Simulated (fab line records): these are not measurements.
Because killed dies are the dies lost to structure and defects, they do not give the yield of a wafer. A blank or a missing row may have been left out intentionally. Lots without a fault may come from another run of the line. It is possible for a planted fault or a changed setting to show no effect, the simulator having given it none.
What tool caused it? || flow rit-cmos || Sampling: 14 lots, 42 wafers, 2 of 202 route steps

== WHAT THE GAUGES READ, wafer by wafer ==
RIT_PWELL_TW_MEAS_10.
{"lot": "L331", "measured": "day 2 06:46", "on": "film-metro-04", "PWELL_TW": "965 958 956"}
{"lot": "L332", "measured": "day 2 12:14", "on": "film-metro-01", "PWELL_TW": "940 943 943"}
{"lot": "L333", "measured": "day 2 20:35", "on": "film-metro-01", "PWELL_TW": "939 942 937"}
{"lot": "L334", "measured": "day 3 02:18", "on": "film-metro-03", "PWELL_TW": "953 944 948"}
{"lot": "L335", "measured": "day 3 07:18", "on": "film-metro-04", "PWELL_TW": "954 955 959"}
{"lot": "L336", "measured": "day 3 10:45", "on": "film-metro-01", "PWELL_TW": "939 939 934"}
{"lot": "L338", "measured": "day 3 18:21", "on": "film-metro-01", "PWELL_TW": "936 943 937"}
{"lot": "L339", "measured": "day 3 22:01", "on": "film-metro-03", "PWELL_TW": "1996 2007 2004"}
{"lot": "L340", "measured": "day 4 10:02", "on": "film-metro-04", "PWELL_TW": "2025 2025 2027"}
{"lot": "L341", "measured": "day 4 12:43", "on": "film-metro-04", "PWELL_TW": "954 947 954"}
{"lot": "L349", "measured": "day 5 23:32", "on": "film-metro-01", "PWELL_TW": "949 941 938"}
{"lot": "L350", "measured": "day 6 03:40", "on": "film-metro-04", "PWELL_TW": "948 950 950"}
{"lot": "L351", "measured": "day 6 09:05", "on": "film-metro-04", "PWELL_TW": "944 947 950"}
{"lot": "L353", "measured": "day 6 21:27", "on": "film-metro-04", "PWELL_TW": "953 951 952"}

== TOOL THAT RAN EACH LOT (tool first, then ch and the chambers of the sampled wafers, then the start) ==
{"lot": "L331", "RIT_NWELL_COAT_01": "litho-track-02 ch 0, day 2 03:37"}
{"lot": "L332", "RIT_NWELL_COAT_01": "litho-track-01 ch 0, day 2 09:13"}
{"lot": "L333", "RIT_NWELL_COAT_01": "litho-track-03 ch 0, day 2 17:28"}
{"lot": "L334", "RIT_NWELL_COAT_01": "litho-track-02 ch 0, day 2 23:10"}
{"lot": "L335", "RIT_NWELL_COAT_01": "litho-track-03 ch 0, day 3 04:11"}
{"lot": "L336", "RIT_NWELL_COAT_01": "litho-track-02 ch 0, day 3 07:45"}
{"lot": "L338", "RIT_NWELL_COAT_01": "litho-track-02 ch 0, day 3 15:21"}
{"lot": "L339", "RIT_NWELL_COAT_01": "litho-track-02 ch 0, day 3 18:54"}
{"lot": "L340", "RIT_NWELL_COAT_01": "litho-track-02 ch 0, day 4 06:55"}
{"lot": "L341", "RIT_NWELL_COAT_01": "litho-track-01 ch 0, day 4 09:42"}
{"lot": "L349", "RIT_NWELL_COAT_01": "litho-track-01 ch 0, day 5 20:05"}
{"lot": "L350", "RIT_NWELL_COAT_01": "litho-track-01 ch 0, day 6 00:41"}
{"lot": "L351", "RIT_NWELL_COAT_01": "litho-track-03 ch 0, day 6 05:52"}
{"lot": "L353", "RIT_NWELL_COAT_01": "litho-track-02 ch 0, day 6 18:20"}
- RIT_NWELL_COAT_01: resist thk 1300 nm.

== AS READ BY THE TOOLS THEMSELVES (means over the sampled wafers that have a number; for cases with no such wafer, the mark the record gives instead) ==
The record holds no such reading with a usual standard deviation.

== THE ANSWER, worked out from the rows above alone ==
Rule: the lots themselves supply what counts as usual. Put in order of their means at a reading, lots are off if they are a third of the lots or fewer, leave a main group of 4 or more, and stand apart from it by a gap of 3 or more times the standard deviation of the main group's means; of several such gaps the widest counts. If all means in a main group match to the digits the tables above print for the reading, that group is not used. Also off: a lot with no number at a reading for which 4 or more lots have one. All remaining lots with rows at the step are treated as sound. The gauges are gone through in route order, then the tools' own readings, and for those a lot's mean is taken as printed above. The first step at which some lot is off is used, and at that step the reading that is off furthest; a lot without a number counts as furthest.
Off: L339, L340, at RIT_PWELL_TW_MEAS_10 (PWELL_TW). The main group: mean 947, standard deviation 6.8.
If a tool, at a process step before that reading, ran all the lots that are off and no sound lot after the first of them, it fits. Those tools and the gauges at RIT_PWELL_TW_MEAS_10 are tried in the same way. Not one of the candidates tried fits.

== WHAT THE SIMULATOR HAD PUT IN ==
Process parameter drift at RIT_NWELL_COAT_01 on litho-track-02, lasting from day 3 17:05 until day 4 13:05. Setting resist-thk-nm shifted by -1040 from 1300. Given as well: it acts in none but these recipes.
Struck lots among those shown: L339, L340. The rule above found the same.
